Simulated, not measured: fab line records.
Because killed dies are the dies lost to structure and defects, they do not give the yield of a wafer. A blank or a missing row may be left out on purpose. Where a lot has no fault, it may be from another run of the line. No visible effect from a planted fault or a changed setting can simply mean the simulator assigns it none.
Problem report, 8D (eight disciplines) form, completed by code || flow berkeley cmos170 || the parts of the form that need people (team, actions taken, sign-off) are left out

== 1. PROBLEM STATEMENT ==
Wafers free of any fault read 0.0322 ohm/sq (standard deviation 0.00035) for M3_AL_RS at UCB170_M3_RS_MEAS_02, against a mean of 0.0670 ohm/sq on 6 wafers of 2 lots. That is +99 or more standard deviations from the usual mean.
The step: measures by four-point-probe.
Earliest sighting: wafer L962.3 on film metro-04 at day 12 12:17. Wafers with a number at this step in the record: 42, from 14 lots. The rule behind "out" and "out of limits": a value lying over 4 standard deviations away from the usual mean. All remaining wafers that have a number are taken as sound.

== 2. WHAT IT IS AND WHAT IT IS NOT ==
{"question": "which readings at this step", "is": "M3_AL_RS", "is not": "-"}
{"question": "which lots", "is": "L962, L968", "is not": "L948, L949, L950, L952, L954, L956, L957, L959, L960, L961, L963, L969"}
{"question": "which wafers of those lots", "is": "all that have a number", "is not": "-"}
{"question": "read on which gauges", "is": "film metro-02, film metro-04", "is not": "film metro-03"}
{"question": "when", "is": "from day 12 12:17", "is not": "up to then (33 sound wafers); but 3 sound wafers of L969 came after"}

== 3. THE SUSPECTS, EACH WITH WHAT RULES IT OUT ==
Counting: a tool stays on the suspect list if, at a process step up to the reading, it processed all lots that are out and no sound lot following the first of them.
- the gauge at UCB170_M3_RS_MEAS_02 is ruled out. The wafers that are out were read on 2 gauges (film metro-02, film metro-04).
- pvd sputter-01 at UCB170_M3_SPUTTER_01 (material Al, target thk 900 nm, time 120 s): kept. It processed each lot that is out, first L962 at day 12 12:10, and no sound lot thereafter; up to then, the last sound lot it processed was L963 at day 12 09:59.
Left after counting: pvd sputter-01 at UCB170_M3_SPUTTER_01.

== 4. THE CAUSE (what the simulator had put in) ==
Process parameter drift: pvd sputter-01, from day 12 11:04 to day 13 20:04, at UCB170_M3_SPUTTER_01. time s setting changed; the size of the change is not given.
The count eliminated every tool but this one.

== 5. THE EFFECT CHAIN, in route order ==
One row per reading whose mean, taken over the struck wafers that have a number, lies over 3 standard deviations from the usual. Only readings for which the record gives a usual standard deviation are gone through. hours: the time from each lot's start at the first step in this table that gives one to its start at this step, as a median over the lots. sigmas: the change in usual standard deviations.
{"hours": 0, "step": "UCB170_M3_RS_MEAS_02", "reading": "M3_AL_RS", "usual": "0.0322 ohm/sq", "on struck wafers": 0.0670, "change": "+0.0348", "sigmas": "+99 or more"}
{"hours": 0, "step": "UCB170_M3_THK_MEAS_03", "reading": "M3_AL_THK", "usual": "904 nm", "on struck wafers": 442, "change": -462, "sigmas": -42}
{"hours": 3, "step": "UCB170_M3_METAL_ETCH_18", "reading": "oes product au", "usual": "0.860 a.u.", "on struck wafers": 0.619, "change": -0.241, "sigmas": -22}
Its process steps:
- UCB170_M3_METAL_ETCH_18: etches Al in Cl2/BCl3, stops on SiO2, target depth 1170 nm, time 195 s.

== 6. WHAT WOULD HAVE CAUGHT IT SOONER ==
In this record the first reading out of limits at a measuring or inspecting step was taken at day 12 12:17, 1 hour after the fault began at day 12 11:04.
No tool reading at UCB170_M3_SPUTTER_01 that has a usual standard deviation in the record was out on any struck wafer, so an alarm limit of 4 standard deviations on those readings would not have fired.
Among the 2 lots that are out, L968 began UCB170_M3_SPUTTER_01 on pvd sputter-01 after day 12 12:17. Putting the tool on hold at that point would have spared it.
